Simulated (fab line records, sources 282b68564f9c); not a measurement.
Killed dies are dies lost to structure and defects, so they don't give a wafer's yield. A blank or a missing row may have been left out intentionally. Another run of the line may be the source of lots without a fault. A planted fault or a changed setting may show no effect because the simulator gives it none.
Struck lot and sound lot, side by side :: flow rit-cmos :: 17 out of 202 route steps
Sound: these wafers, L292.1, L292.2, L292.4. Wafers struck: L298.1, L298.2, L298.4. The cause comes at the end.
At each step with rows: each side's tool, then ch and its chambers, then its first start. Under that, the readings that differ: sound wafers :: struck wafers :: difference of the means :: sigmas: that difference in standard deviations of wafers without a fault.
alike: readings with means less than 2 such deviations apart, plus words and numbers identical on both sides. not compared: withheld readings, readings lacking a value on some wafer, bounds such as >300 that could conceal the same value, and numbers that have no deviation in the record and whose values overlap.
Wherever a step has rows on one side only, a row that says differs or no value, or a row with sigmas, the two part there. Numbers that have no deviation but don't overlap get no sigmas and don't part them. A reading missing from all wafers of one side parts the sides only when that side holds two or more wafers.

RIT_NWELL_TW_MEAS_10:
  sound on film-metro-04 at day 3 08:46; struck on film-metro-02 at day 4 14:33
  alike: NWELL_TW
then, 6 steps without rows for these wafers: RIT_PWELL_HMDS_00 (prime time 60 s); RIT_PWELL_COAT_01 (resist thk 1308 nm); RIT_PWELL_SOFTBAKE_02 (time 60 s); RIT_PWELL_EXPOSE_03 (exposes mask M3, target cd 43700 nm); RIT_PWELL_PEB_04; RIT_PWELL_DEVELOP_05 (develop time 68 s).
RIT_PWELL_OVL_MEAS_06:
  sound on overlay-01 at day 3 09:42; struck on overlay-01 at day 4 15:40
  alike: PWELL_OVL
then, 2 steps without rows for these wafers: RIT_PWELL_HARDBAKE_07 (time 120 s); RIT_PWELL_IMPLANT_08.
RIT_PWELL_STRIP_09: strips in O2, time 180 s.
  sound on plasma-asher-03 ch 0,1, day 3 10:08; struck on plasma-asher-04 ch 0,1, day 4 16:07
  alike: drypump-motor-current-A
  not compared: rf-hours-counter-h
RIT_PWELL_TW_MEAS_10:
  sound on film-metro-04 at day 3 10:19; struck on film-metro-04 at day 4 16:17
  alike: PWELL_TW
RIT_WELLDRIVE_ANNEAL_00: time 14700 s.
  sound on furnace-03 ch 0, day 3 10:22; struck on furnace-03 ch 0, day 4 16:20
reading: spike-tc-centre-C (C)
sound: 1102.1 1100.4 1100.4
struck: 1082.9 1083.1 1082.6
difference: -18.1
sigmas: -11

reading: spike-tc-load-C (C)
sound: 1132 1132 1131
struck: 1112 1114 1115
difference: -18
sigmas: -5

reading: spike-tc-source-C (C)
sound: 1123.9 1124.0 1124.4
struck: 1105.8 1105.7 1105.8
difference: -18.3
sigmas: -11

reading: tube-center-temp-C (C)
sound: 1100.1 1100 1099.9
struck: 1081.9 1081.8 1082.1
difference: -18.1
sigmas: -99 or more

reading: tube_center_temp_C_max
sound: 1103.0 1102.6 1102.6
struck: 1084.5 1084.6 1085.7
difference: -17.8
sigmas: -42
  alike: zone-power-centre-pct
RIT_WELLDRIVE_RS_MEAS_01: measures by four-point-probe.
  sound on film-metro-02 at day 3 15:27; struck on film-metro-02 at day 4 21:26
reading: NWELL_RS (ohm/sq)
sound: 276.9 277.1 276.9
struck: 297.0 297.2 297.0
difference: +20.1
sigmas: +22
RIT_WELLDRIVE_RS_MEAS_02: measures by four-point-probe.
  sound on film-metro-02 at day 3 15:34; struck on film-metro-02 at day 4 21:33
reading: PWELL_RS (ohm/sq)
sound: 430.4 428.3 429.4
struck: 449.5 448.3 448.2
difference: +19.3
sigmas: +14
then, 1 step without rows for these wafers: RIT_NRETRO_HMDS_00 (prime time 60 s).
RIT_M1_PROBE_99:
  sound on prober-02 at day 4 20:29; struck on prober-02 at day 6 02:40
reading: killed_at_M0_to_M3
sound: 0 0 0
struck: 1 0 0
difference: +0
sigmas: +2

reading: model.etest.nwell-pinched.rs-ohm-sq
sound: 336.7 336.8 331.9
struck: 376.7 381.1 376.1
difference: +42.8
sigmas: 

reading: model.etest.pwell-pinched.rs-ohm-sq
sound: 461 453.4 446.5
struck: 473.7 478.2 476.5
difference: +22.5
sigmas: 

reading: model.etest.pwell.rs-ohm-sq
sound: 415.5 412.8 410.9
struck: 436.1 440.4 437.1
difference: +24.8
sigmas: 

reading: model.etest.pmos-narrow.drive-ua-um
sound: 110.3 113 111.9
struck: 94 94.08 92.61
difference: -18
sigmas: 

reading: model.etest.pmos_0p3.drive-ua-um
sound: 102.9 106.3 104.6
struck: 91.45 92.02 89.32
difference: -13.67
sigmas: 

reading: model.etest.field-p-metal.vt-v (V)
sound: -29.6 -29.88 -30.32
struck: -25.88 -25.45 -26.47
difference: +4.00
sigmas: 

reading: model.etest.field-n.vt-v (V)
sound: 33.9 33.72 33.96
struck: 39.66 39.47 39.48
difference: +5.68
sigmas: 

reading: model.etest.field-p.vt-v (V)
sound: -12.65 -12.63 -12.56
struck: -11.5 -11.47 -11.46
difference: +1.1
sigmas: 
  alike: killed-at-contacts, killed-at-front-end, killed-dies, killed-open, killed-short

## WHERE THEY PART
Earliest at RIT_WELLDRIVE_ANNEAL_00; latest, in this record, at RIT_M1_PROBE_99.

WHY: the cause the simulator had injected
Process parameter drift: furnace-03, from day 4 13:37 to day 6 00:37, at RIT_WELLDRIVE_ANNEAL_00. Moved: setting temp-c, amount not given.
